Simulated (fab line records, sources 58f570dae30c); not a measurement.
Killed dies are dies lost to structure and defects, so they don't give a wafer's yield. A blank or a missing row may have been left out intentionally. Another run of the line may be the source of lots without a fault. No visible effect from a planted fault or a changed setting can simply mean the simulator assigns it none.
Split-lot trial / flow berkeley cmos170 / route with 331 steps; 5 lots, 27 wafers read

THE SPLIT
At UCB170_V1_ETCH_14 (etches SiO2 in CHF3/CF4/Ar, stops on Al, target depth 1250 nm, time 291 s), the setting target depth a was moved away from the recipe's 12500 angstrom on 12 of the 27 wafers read, by -54.6% to +22.0%. All remaining wafers had this setting at the recipe value.

BETWEEN THE SPLIT AND THE READING: the file shows 1 step in between
- UCB170_V1_STRIP_15: strips in O2

THE READING
cd nm at UCB170_V1_CD_MEAS_90, given in nm (cd target 700 nm). Typical for fault-free wafers on this fab line: 699.8 nm, with standard deviation 1.5 nm.

wafer=L075.1; tool, chamber at the split=rie diel-04, 3; target depth a as run, angstrom=12500; against the recipe=recipe; cd nm, nm=699.8; against lot-mates on the recipe=-
wafer=L075.2; tool, chamber at the split=rie diel-04, 0; target depth a as run, angstrom=15200; against the recipe=+21.6%; cd nm, nm=703.9; against lot-mates on the recipe=+3.9
wafer=L075.3; tool, chamber at the split=rie diel-04, 1; target depth a as run, angstrom=15200; against the recipe=+21.6%; cd nm, nm=703.3; against lot-mates on the recipe=+3.3
wafer=L075.4; tool, chamber at the split=rie diel-04, 2; target depth a as run, angstrom=12500; against the recipe=recipe; cd nm, nm=699.7; against lot-mates on the recipe=-
wafer=L075.5; tool, chamber at the split=rie diel-04, 2; target depth a as run, angstrom=12500; against the recipe=recipe; cd nm, nm=700.4; against lot-mates on the recipe=-
wafer=L075.6; tool, chamber at the split=rie diel-04, 1; target depth a as run, angstrom=15200; against the recipe=+21.6%; cd nm, nm=703.7; against lot-mates on the recipe=+3.7
wafer=L074.1; tool, chamber at the split=rie diel-03, 3; target depth a as run, angstrom=6318; against the recipe=-49.5%; cd nm, nm=695.5; against lot-mates on the recipe=-3.4
wafer=L074.2; tool, chamber at the split=rie diel-03, 0; target depth a as run, angstrom=6318; against the recipe=-49.5%; cd nm, nm=695.6; against lot-mates on the recipe=-3.3
wafer=L074.3; tool, chamber at the split=rie diel-03, 2; target depth a as run, angstrom=12500; against the recipe=recipe; cd nm, nm=698.2; against lot-mates on the recipe=-
wafer=L074.4; tool, chamber at the split=rie diel-03, 1; target depth a as run, angstrom=6318; against the recipe=-49.5%; cd nm, nm=695.9; against lot-mates on the recipe=-3.0
wafer=L074.5; tool, chamber at the split=rie diel-03, 0; target depth a as run, angstrom=12500; against the recipe=recipe; cd nm, nm=699.6; against lot-mates on the recipe=-
wafer=L074.6; tool, chamber at the split=rie diel-03, 1; target depth a as run, angstrom=12500; against the recipe=recipe; cd nm, nm=699.0; against lot-mates on the recipe=-
wafer=L077.1; tool, chamber at the split=rie diel-02, 1; target depth a as run, angstrom=15250; against the recipe=+22.0%; cd nm, nm=704.6; against lot-mates on the recipe=+3.8
wafer=L077.2; tool, chamber at the split=rie diel-02, 2; target depth a as run, angstrom=12500; against the recipe=recipe; cd nm, nm=701.4; against lot-mates on the recipe=-
wafer=L077.3; tool, chamber at the split=rie diel-02, 0; target depth a as run, angstrom=12500; against the recipe=recipe; cd nm, nm=700.4; against lot-mates on the recipe=-
wafer=L077.4; tool, chamber at the split=rie diel-02, 3; target depth a as run, angstrom=15250; against the recipe=+22.0%; cd nm, nm=703.6; against lot-mates on the recipe=+2.8
wafer=L077.5; tool, chamber at the split=rie diel-02, 0; target depth a as run, angstrom=15250; against the recipe=+22.0%; cd nm, nm=703.7; against lot-mates on the recipe=+2.9
wafer=L077.6; tool, chamber at the split=rie diel-02, 3; target depth a as run, angstrom=12500; against the recipe=recipe; cd nm, nm=700.7; against lot-mates on the recipe=-
wafer=L083.2; tool, chamber at the split=rie diel-03, 3; target depth a as run, angstrom=12500; against the recipe=recipe; cd nm, nm=701.4; against lot-mates on the recipe=-
wafer=L083.4; tool, chamber at the split=rie diel-03, 0; target depth a as run, angstrom=12500; against the recipe=recipe; cd nm, nm=699.4; against lot-mates on the recipe=-
wafer=L083.5; tool, chamber at the split=rie diel-03, 0; target depth a as run, angstrom=12500; against the recipe=recipe; cd nm, nm=699.8; against lot-mates on the recipe=-
wafer=L084.1; tool, chamber at the split=rie diel-02, 0; target depth a as run, angstrom=12500; against the recipe=recipe; cd nm, nm=700.8; against lot-mates on the recipe=-
wafer=L084.2; tool, chamber at the split=rie diel-02, 1; target depth a as run, angstrom=5669; against the recipe=-54.6%; cd nm, nm=695.5; against lot-mates on the recipe=-5.0
wafer=L084.3; tool, chamber at the split=rie diel-02, 3; target depth a as run, angstrom=12500; against the recipe=recipe; cd nm, nm=699.4; against lot-mates on the recipe=-
wafer=L084.4; tool, chamber at the split=rie diel-02, 2; target depth a as run, angstrom=5669; against the recipe=-54.6%; cd nm, nm=696.4; against lot-mates on the recipe=-4.1
wafer=L084.5; tool, chamber at the split=rie diel-02, 3; target depth a as run, angstrom=12500; against the recipe=recipe; cd nm, nm=701.3; against lot-mates on the recipe=-
wafer=L084.6; tool, chamber at the split=rie diel-02, 2; target depth a as run, angstrom=5669; against the recipe=-54.6%; cd nm, nm=695.8; against lot-mates on the recipe=-4.7

FIT RESULTS
A straight line over all 27 wafers: cd nm changes by +0.101 nm for each +1% of target depth a; r = +0.94; the points scatter about the line by 1 nm.
The same after taking each lot's own level away (the mean of its wafers on the recipe; 27 wafers): +0.0927 nm for each +1%; r = +0.95; scatter 0.85 nm.
That fit puts the effect of the largest move of target depth a on the reading at 5.1 nm.
The span of the lots' own levels, 698.93 to 700.83 nm, comes to 1.3 times the standard deviation stated above.
So the lot-to-lot level changes the slope little: the two slopes agree.
Check: -4.47 nm against its lot-mates is what the line predicts for one of the wafers moved furthest among these (-54.6%) when that wafer is left out of the fit. It came out at -5 nm against them.
Tool readings at the split's step, against how far the setting was moved: oes product au r = -0.98.

THE OTHER SPLITS THESE WAFERS WENT THROUGH
Note: prior to the reading, these wafers also went through further splits. Each is held against what the fit with the lots' levels taken away leaves over:
other split on the same wafers=UCB170_NWELL_ETCH_13 time s; wafers away from the commonest value=6; r with cd nm (lot level and that fit taken away)=+0.05
other split on the same wafers=UCB170_SACOX_OXIDATION_01 ox time s; wafers away from the commonest value=21; r with cd nm (lot level and that fit taken away)=-0.03
other split on the same wafers=UCB170_SPACER_CVD_00 time s; wafers away from the commonest value=12; r with cd nm (lot level and that fit taken away)=+0.08
other split on the same wafers=UCB170_SILICIDE_SPUTTER_01 time s; wafers away from the commonest value=9; r with cd nm (lot level and that fit taken away)=+0.19

THE WHOLE CHAIN: every reading that the file lists as answering this split, in the file's order
step=UCB170_V1_ETCH_14; what it does=etches SiO2 in CHF3/CF4/Ar, stops on Al, target depth 1250 nm, time 291 s; reading=oes product au; change (the file's fit)=-0.00246 a.u. for each +1% of the setting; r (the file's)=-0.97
step=UCB170_V1_ETCH_14; what it does=etches SiO2 in CHF3/CF4/Ar, stops on Al, target depth 1250 nm, time 291 s; reading=etch.depth nm (the simulator's own value, which no gauge read); change (the file's fit)=+6.58 nm for each +1% of the setting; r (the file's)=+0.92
step=UCB170_V1_ETCH_14; what it does=etches SiO2 in CHF3/CF4/Ar, stops on Al, target depth 1250 nm, time 291 s; reading=V1.feature depth nm (the simulator's own value, which no gauge read); change (the file's fit)=+6.62 nm for each +1% of the setting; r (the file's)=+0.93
step=UCB170_V1_ETCH_14; what it does=etches SiO2 in CHF3/CF4/Ar, stops on Al, target depth 1250 nm, time 291 s; reading=KrF_of_V1_COAT_07.thk nm (the simulator's own value, which no gauge read); change (the file's fit)=-2.73 nm for each +1% of the setting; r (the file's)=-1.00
step=UCB170_V1_STRIP_15; what it does=strips in O2; reading=strip time to endpoint s; change (the file's fit)=withheld for each +1% of the setting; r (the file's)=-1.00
step=UCB170_V1_CD_MEAS_90; what it does=target cd 700 nm; reading=cd nm; change (the file's fit)=+0.0875 nm for each +1% of the setting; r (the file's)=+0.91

FILE'S OWN FIT
cd nm changes by +0.0875 nm for each +1% of target depth a, r = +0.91.
